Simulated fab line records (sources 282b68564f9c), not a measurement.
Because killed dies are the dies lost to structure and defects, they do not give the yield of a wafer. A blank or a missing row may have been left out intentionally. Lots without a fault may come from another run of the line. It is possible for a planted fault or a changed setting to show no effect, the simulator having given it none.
fab line records	flow rit-cmos
[record] lots = 5	wafers = 15	last-day = 8
route steps=202 shown GATE@78 FOX2@80 REOX@98 NLDD@103
lots with no fault: from the same line, run without faults
start-h: hours from the record's first day to the start of the lot's first wafer shown	wait-h: how many hours have passed since the lot's step before this one	" unchanged from the row above	L1.1+2: a row that stands for several wafers	- no value, or no start given	* or withheld: withheld	< > ~ a bound
route shown NAME@n: names a module that has steps shown in the file, with the first one's number in the route	usual: average and standard deviation across the fault-free wafers	same: alike in all rows	chamber/n: place in a boat	sites: readings site by site	_std_site: their standard deviation	_edge_site: inner sites' mean taken away from outer sites' mean	radius-mm: how far each site lies from the wafer's centre	mask NAME#n: copy n	behind: the most recent tool/chamber to have shaped the wafer	hold: reason for holding the lot/hours on hold/outcome of the hold	device: whichever transistor did not switch (one of n, p or np)	end of line: at the end of the route, the tests of the same wafers	for a step that has no rows: nothing shown but its recipe	killed: the dies lost at the first sort to structure and to defects; this is not the yield of the wafer	map: the dies of a wafer, with x for killed, . for not killed, _ for no die there
set.NAME: the run value of the setting; set.NAME@STEP: its run value at that earlier step	model.NAME: the simulator's own value behind a step, which no gauge read
lots at some steps of the route; a table a step, a row a wafer
services: when a tool's chamber went out of use (start-h, in hours from the record's first day, below 0 if earlier), for how many hours, and the reason
[[steps]]
[step RIT_GATE_CLEAN_03]
[recipe] chemistry = SC2	mix = 3:3:50	time-s = 600	temp-c = 75	dry = n2-spin
[usual] bath-heat-duty-pct = 15.7/2.1
lot.wafer	tool	chamber	start-h	wait-h	bath-heat-duty-pct
L077.1	wet-bench-01	1	48.74	0.0	18.0
L077.3	"	1	"	"	19.0
L077.5	"	1	"	"	19.0
L081.2	wet-bench-01	0	67.73	0.0	17.0
L081.5	"	0	"	"	16.3
L081.6	"	0	"	"	17.6
L086.4	wet-bench-02	3	99.35	0.0	14.7
L086.5	"	3	"	"	15.2
L086.6	"	3	"	"	15.4
L091.1	wet-bench-03	2	125.53	0.0	12.6
L091.4	"	2	"	"	12.8
L091.6	"	2	"	"	12.3
L092.2	wet-bench-03	3	132.82	0.0	15.2
L092.3	"	3	"	"	15.3
L092.5	"	3	"	"	16.9
[step RIT_GATE_CLEAN_04]
[recipe] chemistry = dHF	dilution = 50:1	time-s = 60	dry = n2-spin
lot.wafer	tool	chamber	start-h	wait-h
L077.1+3+5	wet-bench-03	3	49.09	0.0
L081.2+5+6	wet-bench-03	3	67.91	0.0
L086.4+5+6	wet-bench-03	0	99.52	0.0
L091.1+4+6	wet-bench-01	0	125.71	0.0
L092.2+3+5	wet-bench-02	1	133.00	0.0
[step RIT_FOX2_THK_MEAS_91]
[recipe] reads = SiO2_of_FOX2_OXIDATION_00
[usual] FIELD_OXIDE_LEFT_2_THK = 258/5.3
lot.wafer	tool	chamber	start-h	wait-h	FIELD_OXIDE_LEFT_2_THK[nm]
L077.1	film-metro-03	-	49.11	0.0	260
L077.3	"	-	"	"	259
L077.5	"	-	"	"	257
L081.2	film-metro-03	-	67.94	0.0	262
L081.5	"	-	"	"	255
L081.6	"	-	"	"	259
L086.4	film-metro-04	-	99.58	0.0	250
L086.5	"	-	"	"	254
L086.6	"	-	"	"	255
L091.1	film-metro-03	-	125.73	0.0	264
L091.4	"	-	"	"	264
L091.6	"	-	"	"	260
L092.2	film-metro-03	-	133.03	0.0	255
L092.3	"	-	"	"	256
L092.5	"	-	"	"	254
[step RIT_GATE_OXIDATION_05]
[recipe] temp-c = 900	ambient = O2	target-thk-a = 30	ox-time-s = 270
lot.wafer	tool	chamber	start-h	wait-h
L077.1+3+5	furnace-03	0	49.17	0.1
L081.2+5+6	furnace-03	0	68.72	0.8
L086.4+5+6	furnace-04	0	100.62	1.0
L091.1+4+6	furnace-01	0	129.25	3.5
L092.2+3+5	furnace-01	0	137.68	4.6
[step RIT_GATE_ANNEAL_06]
[recipe] temp-c = 900	time-s = 600	ambient = N2O
lot.wafer	tool	chamber	start-h	wait-h
L077.1+3+5	furnace-01	0	51.43	1.2
L081.2+5+6	furnace-03	0	69.80	0.0
L086.4+5+6	furnace-04	0	104.95	3.2
L091.1+4+6	furnace-01	0	137.43	7.1
L092.2+3+5	furnace-04	0	143.28	4.5
[step RIT_GATE_THK_MEAS_07]
[recipe] reads = SiO2_of_GATE_OXIDATION_05
[usual] GATE_OXIDE_THK = 3.04/0.064
lot.wafer	tool	chamber	start-h	wait-h	GATE_OXIDE_THK[nm]
L077.1	film-metro-04	-	51.68	0.0	3.09
L077.3	"	-	"	"	3.07
L077.5	"	-	"	"	3.11
L081.2	film-metro-03	-	70.06	0.0	2.99
L081.5	"	-	"	"	2.96
L081.6	"	-	"	"	3.00
L086.4	film-metro-01	-	105.23	0.0	3.00
L086.5	"	-	"	"	3.01
L086.6	"	-	"	"	3.00
L091.1	film-metro-03	-	137.68	0.0	2.95
L091.4	"	-	"	"	2.96
L091.6	"	-	"	"	3.04
L092.2	film-metro-04	-	143.54	0.0	3.08
L092.3	"	-	"	"	3.04
L092.5	"	-	"	"	3.11
[step RIT_GATE_CVD_08]
[recipe] material = poly-Si	target-thk-nm = 250	temp-c = 610	precursor = SiH4	time-s = 2220	pressure-mtorr = 300	sih4-flow-sccm = 100
lot.wafer	tool	chamber	start-h	wait-h
L077.1+3+5	lpcvd-01	0	51.74	0.1
L081.2+5+6	lpcvd-02	1	71.24	1.2
L086.4+5+6	lpcvd-02	1	105.26	0.0
L091.1+4+6	lpcvd-02	0	137.74	0.1
L092.2+3+5	lpcvd-01	1	143.59	0.0
[step RIT_GATE_THK_MEAS_09]
[recipe] reads = poly-Si_of_GATE_CVD_08
[usual] GATE_POLY_THK = 250.6/1.9
lot.wafer	tool	chamber	start-h	wait-h	GATE_POLY_THK[nm]
L077.1	film-metro-01	-	53.35	0.0	251.0
L077.3	"	-	"	"	249.9
L077.5	"	-	"	"	249.5
L081.2	film-metro-03	-	72.87	0.0	248.4
L081.5	"	-	"	"	250.7
L081.6	"	-	"	"	252.4
L086.4	film-metro-01	-	106.90	0.0	248.9
L086.5	"	-	"	"	248.0
L086.6	"	-	"	"	248.9
L091.1	film-metro-03	-	139.36	0.0	249.6
L091.4	"	-	"	"	251.2
L091.6	"	-	"	"	252.1
L092.2	film-metro-04	-	145.21	0.0	250.2
L092.3	"	-	"	"	251.3
L092.5	"	-	"	"	252.1
[step RIT_GATE_HMDS_10]
[recipe] prime-time-s = 60	prime-temp-c = 140
lot.wafer	tool	chamber	start-h	wait-h
L077.1+3+5	litho-track-01	0	53.41	0.1
L081.2+5+6	litho-track-01	0	72.94	0.1
L086.4+5+6	litho-track-04	0	107.01	0.1
L091.1+4+6	litho-track-01	0	139.42	0.1
L092.2+3+5	litho-track-01	0	145.29	0.1
[step RIT_GATE_COAT_11]
[recipe] resist = NOVOLAK	spin-rpm = 4250	resist-thk-nm = 850
[usual] spin-speed-rpm = 4250/3.3
lot.wafer	tool	chamber	start-h	wait-h	spin-speed-rpm
L077.1	litho-track-01	0	53.56	0.1	4246
L077.3	"	0	"	"	4250
L077.5	"	0	"	"	4243
L081.2	litho-track-01	0	73.09	0.1	4256
L081.5	"	0	"	"	4252
L081.6	"	0	"	"	4249
L086.4	litho-track-04	0	107.16	0.1	4256
L086.5	"	0	"	"	4253
L086.6	"	0	"	"	4252
L091.1	litho-track-01	0	139.57	0.1	4249
L091.4	"	0	"	"	4251
L091.6	"	0	"	"	4248
L092.2	litho-track-01	0	145.44	0.1	4254
L092.3	"	0	"	"	4247
L092.5	"	0	"	"	4249
[step RIT_GATE_SOFTBAKE_12]
[recipe] resist = NOVOLAK	temp-c = 90	time-s = 60
lot.wafer	tool	chamber	start-h	wait-h
L077.1+3+5	litho-track-01	0	53.71	0.1
L081.2+5+6	litho-track-01	0	73.24	0.1
L086.4+5+6	litho-track-04	0	107.31	0.1
L091.1+4+6	litho-track-01	0	139.72	0.1
L092.2+3+5	litho-track-01	0	145.59	0.1
[step RIT_GATE_EXPOSE_13]
[recipe] mask-id = M6	na = 0.6	source-shape = conventional	sigma-outer = 0.6	target-cd-nm = 150	dose-mj = 380
lot.wafer	tool	chamber	start-h	wait-h	mask
L077.1+3+5	iline-stepper-02	0	53.99	0.2	M6#0
L081.2+5+6	iline-stepper-01	0	73.39	0.1	M6#0
L086.4+5+6	iline-stepper-02	0	107.44	0.1	M6#0
L091.1+4+6	iline-stepper-01	0	140.24	0.5	M6#0
L092.2+3+5	iline-stepper-01	0	145.73	0.1	M6#0
[step RIT_GATE_PEB_14]
[recipe] resist = NOVOLAK	temp-c = withheld	time-s = withheld
lot.wafer	tool	chamber	start-h	wait-h
L077.1+3+5	litho-track-01	0	54.10	0.1
L081.2+5+6	litho-track-04	0	73.51	0.1
L086.4+5+6	litho-track-03	0	107.57	0.1
L091.1+4+6	litho-track-04	0	140.35	0.1
L092.2+3+5	litho-track-03	0	145.86	0.1
[step RIT_GATE_DEVELOP_15]
[recipe] resist = NOVOLAK	develop-time-s = 50	dev-temp-c = 23
lot.wafer	tool	chamber	start-h	wait-h
L077.1+3+5	litho-track-01	0	-	-
L081.2+5+6	litho-track-04	0	-	-
L086.4+5+6	litho-track-03	0	-	-
L091.1+4+6	litho-track-04	0	-	-
L092.2+3+5	litho-track-03	0	-	-
[step RIT_GATE_CD_MEAS_16]
[recipe] target-cd-nm = 150
[usual] cd-nm = 149.1/2.2
lot.wafer	tool	chamber	start-h	wait-h	cd-nm
L077.1	cd-sem-01	-	54.39	-	149.8
L077.3	"	-	"	"	150.2
L077.5	"	-	"	"	148.3
L081.2	cd-sem-01	-	73.79	-	150.8
L081.5	"	-	"	"	148.8
L081.6	"	-	"	"	148.7
L086.4	cd-sem-01	-	107.84	-	148.2
L086.5	"	-	"	"	147.8
L086.6	"	-	"	"	145.3
L091.1	cd-sem-01	-	140.64	-	150.4
L091.4	"	-	"	"	149.8
L091.6	"	-	"	"	149.7
L092.2	cd-sem-02	-	146.13	-	151.5
L092.3	"	-	"	"	150.0
L092.5	"	-	"	"	150.3
[step RIT_GATE_OVL_MEAS_17]
[usual] GATE_OVL = 0.0/1.4
lot.wafer	tool	chamber	start-h	wait-h	GATE_OVL[nm]
L077.1	overlay-02	-	54.51	0.1	-1.3
L077.3	"	-	"	"	0.6
L077.5	"	-	"	"	1.2
L081.2	overlay-02	-	73.89	0.1	-0.4
L081.5	"	-	"	"	-0.7
L081.6	"	-	"	"	0.2
L086.4	overlay-02	-	107.92	0.1	-1.7
L086.5	"	-	"	"	-3.8
L086.6	"	-	"	"	-1.8
L091.1	overlay-01	-	140.76	0.1	-2.2
L091.4	"	-	"	"	-1.8
L091.6	"	-	"	"	-0.3
L092.2	overlay-02	-	146.24	0.1	-1.1
L092.3	"	-	"	"	-1.0
L092.5	"	-	"	"	1.2
[step RIT_GATE_HARDBAKE_18]
[recipe] resist = NOVOLAK	temp-c = 140	time-s = 60
lot.wafer	tool	chamber	start-h	wait-h
L077.1+3+5	litho-track-01	0	54.54	0.0
L081.2+5+6	litho-track-03	0	73.95	0.0
L086.4+5+6	litho-track-01	0	108.01	0.1
L091.1+4+6	litho-track-01	0	140.79	0.0
L092.2+3+5	litho-track-04	0	146.29	0.0
[step RIT_GATE_ETCH_19]
[recipe] chemistry = SF6/CHF3/O2	time-s = 165	SF6_flow_sccm = 30	CHF3_flow_sccm = 30	O2_flow_sccm = 5	target = poly-Si	pressure-mtorr = 40	rf-w = 160	target-depth-a = 3125	over-etch-frac = 0.25	stop-on = SiO2
[usual] drypump-motor-current-A = 5.54/0.28	oes-product-au = 0.849/0.016	rf-fwd-power-W = 159.4/0.5	throttle-valve-pct = 10.24/0.06
lot.wafer	tool	chamber	start-h	wait-h	drypump-motor-current-A	oes-product-au	rf-fwd-power-W	rf-hours-counter-h	throttle-valve-pct
L077.1	rie-si-02	0	54.69	0.1	5.34	0.826	159.1	146	10.23
L077.3	"	2	"	"	5.11	0.852	159.3	98	10.23
L077.5	"	2	"	"	5.09	0.845	159.6	-	10.20
L081.2	rie-si-02	3	74.07	0.1	5.43	0.823	159.5	1	10.24
L081.5	"	3	"	"	5.46	0.831	160.1	-	10.24
L081.6	"	1	"	"	5.96	0.891	159.6	-	10.20
L086.4	rie-si-01	2	108.09	0.1	5.77	0.852	159.9	0	10.31
L086.5	"	2	"	"	5.78	0.848	160.2	-	10.31
L086.6	"	1	"	"	5.58	0.833	159.1	-	10.32
L091.1	rie-si-02	3	140.94	0.1	5.44	0.837	160.1	1	10.25
L091.4	"	2	"	"	5.10	0.859	159.9	-	10.23
L091.6	"	1	"	"	5.97	0.875	160.2	-	10.19
L092.2	rie-si-01	2	146.42	0.1	5.78	0.854	159.5	1	10.31
L092.3	"	0	"	"	5.87	0.832	159.7	141	10.26
L092.5	"	3	"	"	5.31	0.871	158.5	-	10.14
[step RIT_GATE_STRIP_20]
[recipe] chemistry = O2	time-s = 180	resist = NOVOLAK	platen-temp-c = withheld	power-w = 500	pressure-mtorr = 4000	o2-flow-sccm = 4000
[usual] drypump-motor-current-A = 5.9/0.49
lot.wafer	tool	chamber	start-h	wait-h	drypump-motor-current-A	rf-hours-counter-h
L077.1	plasma-asher-04	1	54.80	0.1	5.4	42
L077.3	"	1	"	"	5.4	-
L077.5	"	1	"	"	5.4	-
L081.2	plasma-asher-04	0	74.18	0.1	5.8	44
L081.5	"	0	"	"	5.8	-
L081.6	"	1	"	"	5.4	-
L086.4	plasma-asher-03	0	108.25	0.1	6.0	-
L086.5	"	0	"	"	6.0	-
L086.6	"	1	"	"	6.8	-
L091.1	plasma-asher-01	0	141.05	0.1	5.4	33
L091.4	"	1	"	"	5.8	-
L091.6	"	0	"	"	5.4	-
L092.2	plasma-asher-01	1	146.53	0.1	5.9	33
L092.3	"	0	"	"	5.4	-
L092.5	"	0	"	"	5.4	-
[step RIT_GATE_CD_MEAS_90]
[recipe] target-cd-nm = 150
[usual] cd-nm = 149.1/2.2
lot.wafer	tool	chamber	start-h	wait-h	cd-nm
L077.1	cd-sem-02	-	54.98	0.1	149.4
L077.3	"	-	"	"	150.1
L077.5	"	-	"	"	147.9
L081.2	cd-sem-02	-	74.38	0.1	150.4
L081.5	"	-	"	"	149.3
L081.6	"	-	"	"	148.8
L086.4	cd-sem-02	-	108.43	0.1	147.9
L086.5	"	-	"	"	148.5
L086.6	"	-	"	"	145.6
L091.1	cd-sem-01	-	141.23	0.1	150.6
L091.4	"	-	"	"	150.4
L091.6	"	-	"	"	150.5
L092.2	cd-sem-01	-	146.72	0.1	151.7
L092.3	"	-	"	"	150.2
L092.5	"	-	"	"	150.6
[step RIT_REOX_CLEAN_00]
[recipe] chemistry = SC1	mix = 3:3:50	time-s = 600	temp-c = 75
[usual] bath-heat-duty-pct = 16.2/1.8
lot.wafer	tool	chamber	start-h	wait-h	bath-heat-duty-pct
L077.1	wet-bench-04	0	55.10	0.1	15.5
L077.3	"	0	"	"	15.4
L077.5	"	0	"	"	15.8
L081.2	wet-bench-04	0	74.48	0.1	15.1
L081.5	"	0	"	"	15.4
L081.6	"	0	"	"	15.4
L086.4	wet-bench-04	1	108.49	0.0	19.4
L086.5	"	1	"	"	18.0
L086.6	"	1	"	"	18.2
L091.1	wet-bench-02	2	141.35	0.1	16.9
L091.4	"	2	"	"	18.3
L091.6	"	2	"	"	17.2
L092.2	wet-bench-04	1	146.82	0.1	18.7
L092.3	"	1	"	"	17.8
L092.5	"	1	"	"	18.9
[step RIT_REOX_CLEAN_01]
[recipe] chemistry = dHF	dilution = 50:1	time-s = 30
lot.wafer	tool	chamber	start-h	wait-h
L077.1+3+5	wet-bench-04	2	55.27	0.0
L081.2+5+6	wet-bench-01	3	74.65	0.0
L086.4+5+6	wet-bench-02	0	108.67	0.0
L091.1+4+6	wet-bench-01	2	141.52	0.0
L092.2+3+5	wet-bench-02	2	147.00	0.0
[step RIT_REOX_CLEAN_02]
[recipe] chemistry = SC2	mix = 3:3:50	time-s = 600	temp-c = 75	dry = n2-spin
[usual] bath-heat-duty-pct = 16.2/1.5
lot.wafer	tool	chamber	start-h	wait-h	bath-heat-duty-pct
L077.1	wet-bench-04	3	55.29	0.0	17.9
L077.3	"	3	"	"	16.9
L077.5	"	3	"	"	16.4
L081.2	wet-bench-04	3	74.67	0.0	16.6
L081.5	"	3	"	"	16.7
L081.6	"	3	"	"	17.4
L086.4	wet-bench-01	1	108.68	0.0	16.7
L086.5	"	1	"	"	16.7
L086.6	"	1	"	"	18.0
L091.1	wet-bench-04	0	141.54	0.0	16.4
L091.4	"	0	"	"	15.2
L091.6	"	0	"	"	17.6
L092.2	wet-bench-01	2	147.01	0.0	17.3
L092.3	"	2	"	"	16.3
L092.5	"	2	"	"	17.6
[step RIT_REOX_OXIDATION_03]
[recipe] temp-c = 900	ambient = O2	target-thk-a = 252	ox-time-s = 5580
lot.wafer	tool	chamber	start-h	wait-h
L077.1+3+5	furnace-01	0	55.56	0.1
L081.2+5+6	furnace-01	0	77.72	2.9
L086.4+5+6	furnace-04	0	109.77	0.9
L091.1+4+6	furnace-04	0	145.46	3.7
L092.2+3+5	furnace-01	0	152.73	5.5
[step RIT_REOX_THK_MEAS_04]
[recipe] reads = SiO2_of_REOX_OXIDATION_03
[usual] REOX_OXIDE_THK = 25.3/0.58
lot.wafer	tool	chamber	start-h	wait-h	REOX_OXIDE_THK[nm]
L077.1	film-metro-04	-	58.11	0.0	25.3
L077.3	"	-	"	"	25.0
L077.5	"	-	"	"	25.1
L081.2	film-metro-04	-	80.28	0.0	25.4
L081.5	"	-	"	"	25.3
L081.6	"	-	"	"	25.2
L086.4	film-metro-03	-	112.35	0.0	25.3
L086.5	"	-	"	"	25.2
L086.6	"	-	"	"	25.4
L091.1	film-metro-02	-	148.01	0.0	25.3
L091.4	"	-	"	"	25.4
L091.6	"	-	"	"	25.5
L092.2	film-metro-04	-	155.29	0.0	26.6
L092.3	"	-	"	"	26.4
L092.5	"	-	"	"	26.1
[step RIT_NLDD_HMDS_00]
[recipe] prime-time-s = 60	prime-temp-c = 140
lot.wafer	tool	chamber	start-h	wait-h
L077.1+3+5	litho-track-01	0	58.17	0.1
L081.2+5+6	litho-track-02	0	80.36	0.1
L086.4+5+6	litho-track-02	0	112.45	0.1
L091.1+4+6	litho-track-01	0	148.07	0.1
L092.2+3+5	litho-track-04	0	155.36	0.1
[step RIT_NLDD_COAT_01]
[recipe] resist = NOVOLAK	spin-rpm = 3250	resist-thk-nm = 1000
[usual] spin-speed-rpm = 3250.0/2
lot.wafer	tool	chamber	start-h	wait-h	spin-speed-rpm
L077.1	litho-track-01	0	58.32	0.1	3248.6
L077.3	"	0	"	"	3250.6
L077.5	"	0	"	"	3250.7
L081.2	litho-track-02	0	80.51	0.1	3246.7
L081.5	"	0	"	"	3247.5
L081.6	"	0	"	"	3251.4
L086.4	litho-track-02	0	112.60	0.1	3251.5
L086.5	"	0	"	"	3250.2
L086.6	"	0	"	"	3253.0
L091.1	litho-track-01	0	148.22	0.1	3253.1
L091.4	"	0	"	"	3247.2
L091.6	"	0	"	"	3247.2
L092.2	litho-track-04	0	155.51	0.1	3247.7
L092.3	"	0	"	"	3250.5
L092.5	"	0	"	"	3248.9
[step RIT_NLDD_SOFTBAKE_02]
[recipe] resist = NOVOLAK	temp-c = 90	time-s = 60
lot.wafer	tool	chamber	start-h	wait-h
L077.1+3+5	litho-track-01	0	58.47	0.1
L081.2+5+6	litho-track-02	0	80.66	0.1
L086.4+5+6	litho-track-02	0	112.75	0.1
L091.1+4+6	litho-track-01	0	148.37	0.1
L092.2+3+5	litho-track-04	0	155.66	0.1
[step RIT_NLDD_EXPOSE_03]
[recipe] mask-id = M7	na = 0.57	target-cd-nm = 40700	dose-mj = 250
lot.wafer	tool	chamber	start-h	wait-h	mask
L077.1+3+5	iline-stepper-01	0	58.74	0.2	M7#0
L081.2+5+6	iline-stepper-01	0	80.80	0.1	M7#0
L086.4+5+6	iline-stepper-01	0	113.01	0.2	M7#0
L091.1+4+6	iline-stepper-02	0	148.89	0.5	M7#0
L092.2+3+5	iline-stepper-01	0	155.93	0.2	M7#0
[[services]]
tool	chamber	start-h	hours	kind
furnace-03	-	40.09	4.5	pm
iline-stepper-02	-	50.85	2.2	repair
rie-si-02	1	52.96	6.6	repair
iline-stepper-01	-	63.44	1.7	pm
iline-stepper-02	-	71.24	4.4	pm
rie-si-02	0	72.58	18.3	repair
furnace-01	-	74.66	2.8	pm
wet-bench-03	-	74.90	1.9	pm
furnace-04	-	77.11	9.9	pm
wet-bench-04	-	88.83	1.9	pm
furnace-03	-	103.05	46.4	pm
wet-bench-04	-	103.31	1.6	repair
wet-bench-03	-	107.65	11.5	repair
iline-stepper-01	0	114.00	-	calibration
iline-stepper-02	-	117.42	1.7	pm
furnace-01	-	121.53	2.6	pm
furnace-04	-	124.60	2.8	pm
rie-si-02	0	129.10	-	clean
rie-si-02	0	129.10	16.2	scheduled-down
rie-si-02	0	129.10	16.2	vent-cycle
rie-si-01	1	131.99	-	clean
wet-bench-01	-	136.99	4.4	repair
lpcvd-02	-	146.94	6.0	pm
furnace-03	-	149.48	3.4	pm
[[key]]
fault none
